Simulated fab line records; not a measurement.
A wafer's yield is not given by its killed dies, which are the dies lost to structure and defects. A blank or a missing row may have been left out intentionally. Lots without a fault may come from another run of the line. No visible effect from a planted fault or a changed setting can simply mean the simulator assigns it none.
Matching of chambers :: flow berkeley_cmos170 :: rie_diel-01 running UCB170_M1_ETCH_11: 4 sister chambers
The step etches BARC in N2/H2. 4 wafers are shown with their chamber, then 7 later ones without.

== WAFERS, EACH WITH ITS CHAMBER ==
wafer: L696.2
chamber: 3
throttle_valve_pct (%): 13.11

wafer: L694.1
chamber: 2
throttle_valve_pct (%): 13.32

wafer: L695.2
chamber: 0
throttle_valve_pct (%): 13.15

wafer: L695.4
chamber: 1
throttle_valve_pct (%): 13.04

== WAFERS WITHOUT THEIR CHAMBER ==
wafer: L695.5
throttle_valve_pct (%): 13.12

wafer: L697.1
throttle_valve_pct (%): 13.10

wafer: L697.2
throttle_valve_pct (%): 13.33

wafer: L697.4
throttle_valve_pct (%): 13.05

wafer: L693.1
throttle_valve_pct (%): 13.05

wafer: L693.5
throttle_valve_pct (%): 13.12

wafer: L693.6
throttle_valve_pct (%): 13.33

== CHAMBER TAKEN BY EACH ==
wafer: L695.5
from the rows above: 3
in truth: 3

wafer: L697.1
from the rows above: 3
in truth: 3

wafer: L697.2
from the rows above: 2
in truth: 2

wafer: L697.4
from the rows above: 1
in truth: 1

wafer: L693.1
from the rows above: 1
in truth: 1

wafer: L693.5
from the rows above: 3
in truth: 3

wafer: L693.6
from the rows above: 2
in truth: 2
Placed correctly: 7 of 7. Can't be placed from these rows: 0. Number placed wrongly: 0.
How it was worked out, from the rows above alone: a wafer's distance from a chamber is the root of the sum, over the readings, of the square of ((its reading less the chamber's mean) divided by the reading's scatter). The wafer belongs to the nearest chamber; if the next one is less than 2 further off, it can't be placed. A chamber's mean is the mean of its shown wafers. The scatter: root of mean squared gap, hidden wafer to nearest shown wafer, with one shown wafer a chamber.
